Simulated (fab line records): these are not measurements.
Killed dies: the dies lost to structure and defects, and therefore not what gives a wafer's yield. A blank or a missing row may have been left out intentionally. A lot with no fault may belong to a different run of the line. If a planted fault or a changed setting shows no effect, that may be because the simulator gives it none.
Which tool did it? / flow rit cmos / 14 lots with 42 wafers sampled at 3 steps, on a route of 202 steps

WHAT THE GAUGES READ, wafer by wafer
RIT_M1_RS_MEAS_01: measures by four-point-probe. Usual: M1_AL_RS 0.0736 ohm/sq, standard deviation 0.00085.
lot=L264; measured=day 3 06:10; on=film metro-04; M1_AL_RS (ohm/sq)=0.0745 0.0749 0.0745; flag=
lot=L265; measured=day 3 10:16; on=film metro-02; M1_AL_RS (ohm/sq)=0.0739 0.0735 0.0736; flag=
lot=L266; measured=day 3 14:55; on=film metro-02; M1_AL_RS (ohm/sq)=0.0746 0.0748 0.0744; flag=
lot=L267; measured=day 3 20:00; on=film metro-02; M1_AL_RS (ohm/sq)=0.0727 0.0734 0.0740; flag=
lot=L268; measured=day 4 02:25; on=film metro-04; M1_AL_RS (ohm/sq)=0.0739 0.0748 0.0739; flag=
lot=L269; measured=day 4 06:44; on=film metro-02; M1_AL_RS (ohm/sq)=0.0730 0.0720 0.0727; flag=
lot=L270; measured=day 4 11:16; on=film metro-04; M1_AL_RS (ohm/sq)=0.0725 0.0734 0.0746; flag=
lot=L271; measured=day 4 15:37; on=film metro-04; M1_AL_RS (ohm/sq)=0.0740 0.0745 0.0741; flag=
lot=L272; measured=day 4 22:49; on=film metro-02; M1_AL_RS (ohm/sq)=0.0729 0.0721 0.0735; flag=
lot=L274; measured=day 5 06:29; on=film metro-01; M1_AL_RS (ohm/sq)=0.0719 0.0729 0.0723; flag=
lot=L276; measured=day 5 19:53; on=film metro-02; M1_AL_RS (ohm/sq)=0.0718 0.0724 0.0727; flag=
lot=L280; measured=day 6 13:56; on=film metro-02; M1_AL_RS (ohm/sq)=0.0600 0.0730 0.0742 0.0602 0.0730 0.0741; flag=OFF
lot=L282; measured=day 7 00:13; on=film metro-02; M1_AL_RS (ohm/sq)=0.0611 0.0748 0.0744 0.0612 0.0750 0.0744; flag=OFF
lot=L287; measured=day 7 23:36; on=film metro-02; M1_AL_RS (ohm/sq)=0.0732 0.0722 0.0723; flag=

RIT_M1_THK_MEAS_02: measures by xrf. Usual: M1_AL_THK 389 nm, standard deviation 4.8.
lot=L264; measured=day 3 06:16; on=film metro-04; M1_AL_THK (nm)=386 382 388; flag=
lot=L265; measured=day 3 10:22; on=film metro-02; M1_AL_THK (nm)=386 388 386; flag=
lot=L266; measured=day 3 15:02; on=film metro-02; M1_AL_THK (nm)=383 383 383; flag=
lot=L267; measured=day 3 20:07; on=film metro-02; M1_AL_THK (nm)=390 393 382; flag=
lot=L268; measured=day 4 02:31; on=film metro-04; M1_AL_THK (nm)=391 386 390; flag=
lot=L269; measured=day 4 06:52; on=film metro-02; M1_AL_THK (nm)=391 394 394; flag=
lot=L270; measured=day 4 11:22; on=film metro-04; M1_AL_THK (nm)=396 393 385; flag=
lot=L271; measured=day 4 15:44; on=film metro-04; M1_AL_THK (nm)=391 385 388; flag=
lot=L272; measured=day 4 22:55; on=film metro-02; M1_AL_THK (nm)=391 397 390; flag=
lot=L274; measured=day 5 06:36; on=film metro-01; M1_AL_THK (nm)=398 394 394; flag=
lot=L276; measured=day 5 19:59; on=film metro-02; M1_AL_THK (nm)=400 395 394; flag=
lot=L280; measured=day 6 20:47; on=film metro-02; M1_AL_THK (nm)=475 394 385 473 394 384; flag=OFF
lot=L282; measured=day 7 04:02; on=film metro-02; M1_AL_THK (nm)=464 383 385 467 383 384; flag=OFF
lot=L287; measured=day 7 23:43; on=film metro-02; M1_AL_THK (nm)=391 396 395; flag=

TOOL THAT RAN EACH LOT (tool first, then ch and the chambers of the sampled wafers, then the start)
lot=L264; RIT_M1_SPUTTER_00=pvd sputter-03, day 3 05:50
lot=L265; RIT_M1_SPUTTER_00=pvd sputter-04, day 3 09:56
lot=L266; RIT_M1_SPUTTER_00=pvd sputter-03, day 3 14:37
lot=L267; RIT_M1_SPUTTER_00=pvd sputter-04, day 3 19:43
lot=L268; RIT_M1_SPUTTER_00=pvd sputter-03, day 4 02:05
lot=L269; RIT_M1_SPUTTER_00=pvd sputter-04, day 4 06:26
lot=L270; RIT_M1_SPUTTER_00=pvd sputter-01, day 4 10:56
lot=L271; RIT_M1_SPUTTER_00=pvd sputter-04, day 4 15:19
lot=L272; RIT_M1_SPUTTER_00=pvd sputter-04, day 4 22:30
lot=L274; RIT_M1_SPUTTER_00=pvd sputter-04, day 5 06:11
lot=L276; RIT_M1_SPUTTER_00=pvd sputter-04, day 5 19:32
lot=L280; RIT_M1_SPUTTER_00=pvd sputter-03, day 6 13:38
lot=L282; RIT_M1_SPUTTER_00=pvd sputter-03, day 6 23:52
lot=L287; RIT_M1_SPUTTER_00=pvd sputter-04, day 7 23:17
- RIT_M1_SPUTTER_00: material Al, target thk 400 nm, time 500 s.

WHAT THE TOOLS THEMSELVES READ (means of the sampled wafers that have a number; where no wafer has one, the mark that the record gives instead)
RIT_M1_SPUTTER_00. Usual: substrate temp c 25.01 C, standard deviation 0.11; throttle valve pct 30.3 %, standard deviation 0.93.
lot=L264; tool=pvd sputter-03; substrate temp c (C)=25.15; throttle valve pct (%)=29.9; flag=
lot=L265; tool=pvd sputter-04; substrate temp c (C)=25.04; throttle valve pct (%)=30.2; flag=
lot=L266; tool=pvd sputter-03; substrate temp c (C)=25.00; throttle valve pct (%)=29.4; flag=
lot=L267; tool=pvd sputter-04; substrate temp c (C)=24.97; throttle valve pct (%)=30.8; flag=
lot=L268; tool=pvd sputter-03; substrate temp c (C)=25.00; throttle valve pct (%)=30.1; flag=
lot=L269; tool=pvd sputter-04; substrate temp c (C)=24.85; throttle valve pct (%)=30.9; flag=
lot=L270; tool=pvd sputter-01; substrate temp c (C)=25.06; throttle valve pct (%)=29.8; flag=
lot=L271; tool=pvd sputter-04; substrate temp c (C)=24.90; throttle valve pct (%)=29.5; flag=
lot=L272; tool=pvd sputter-04; substrate temp c (C)=24.96; throttle valve pct (%)=30.4; flag=
lot=L274; tool=pvd sputter-04; substrate temp c (C)=25.00; throttle valve pct (%)=30.2; flag=
lot=L276; tool=pvd sputter-04; substrate temp c (C)=25.05; throttle valve pct (%)=30.6; flag=
lot=L280; tool=pvd sputter-03; substrate temp c (C)=24.99; throttle valve pct (%)=30.1; flag=
lot=L282; tool=pvd sputter-03; substrate temp c (C)=25.13; throttle valve pct (%)=30.4; flag=
lot=L287; tool=pvd sputter-04; substrate temp c (C)=25.04; throttle valve pct (%)=30.3; flag=

THE ANSWER, worked out from the rows above alone
Rule: lot off if the mean of its wafers having a number is beyond 3 standard deviations from the usual mean. Also off: a lot with no number at a reading for which 4 or more lots have one. Any other lot the step has rows for is counted as sound. Order of review: gauges by route order, followed by the tools' own readings, for which a lot's mean as printed above is used. At the first step where some lot is off, the reading lying furthest off is the one used; lots without a number count as furthest.
Off: L280, L282, seen at RIT_M1_RS_MEAS_01 (M1_AL_RS).
A tool fits if, at a process step before that reading, it ran every lot that is off, and no sound lot after the first of them. Those tools and the gauges at RIT_M1_RS_MEAS_01 are tried in the same way. One fits: pvd sputter-03 at RIT_M1_SPUTTER_00. A fault onset in the window from L268 (day 4 02:05, its last sound lot) to L280 (day 6 13:38, its first lot off) fits.

WHAT THE SIMULATOR HAD INSERTED
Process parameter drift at RIT_M1_SPUTTER_00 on pvd sputter-03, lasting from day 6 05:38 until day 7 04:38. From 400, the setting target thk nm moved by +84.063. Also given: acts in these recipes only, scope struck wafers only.
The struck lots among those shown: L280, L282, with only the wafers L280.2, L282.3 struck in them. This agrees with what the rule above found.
